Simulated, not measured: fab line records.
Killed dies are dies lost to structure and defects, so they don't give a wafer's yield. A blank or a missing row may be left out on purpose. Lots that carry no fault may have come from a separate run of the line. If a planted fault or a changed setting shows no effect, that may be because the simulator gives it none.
What tool caused it?	flow rit-cmos	route of 202 steps, sampled at 1 step: 6 lots, 18 wafers

WHAT THE GAUGES SHOWED, per wafer
RIT_FOX1_THK_MEAS_01.
lot	measured	on	FOX1_OXIDE_THK (nm)
L139	day 2 01:50	film-metro-01	328 341 334
L141	day 2 09:57	film-metro-04	351 354 357
L143	day 2 23:23	film-metro-04	343 339 343
L145	day 3 06:44	film-metro-04	366 363 360
L155	day 5 11:11	film-metro-01	353 353 356
L159	day 6 03:20	film-metro-01	336 332 333

WHAT TOOL EACH LOT RAN ON (gives the tool, then ch and the chambers of the sampled wafers, and finally the start)
Record: no process step prior to these readings.

THE ANSWER, worked out from the rows above alone
Rule: usual is defined by the lots themselves. The widest of any qualifying gaps counts: lots, ordered by their means at a reading, are off when they make up no more than a third of the lots, leave a main group of 4 or more, and stand apart from it by 3 or more times the standard deviation of that group's means. A main group is skipped when, at the precision printed for the reading in the tables above, its means are all equal. A lot without any number at a reading at which 4 lots or more have one is off too. The other lots that the step has rows for count as sound.
No lot is off at any reading shown: from this, nothing can be told.

WHAT THE SIMULATOR HAD INSERTED
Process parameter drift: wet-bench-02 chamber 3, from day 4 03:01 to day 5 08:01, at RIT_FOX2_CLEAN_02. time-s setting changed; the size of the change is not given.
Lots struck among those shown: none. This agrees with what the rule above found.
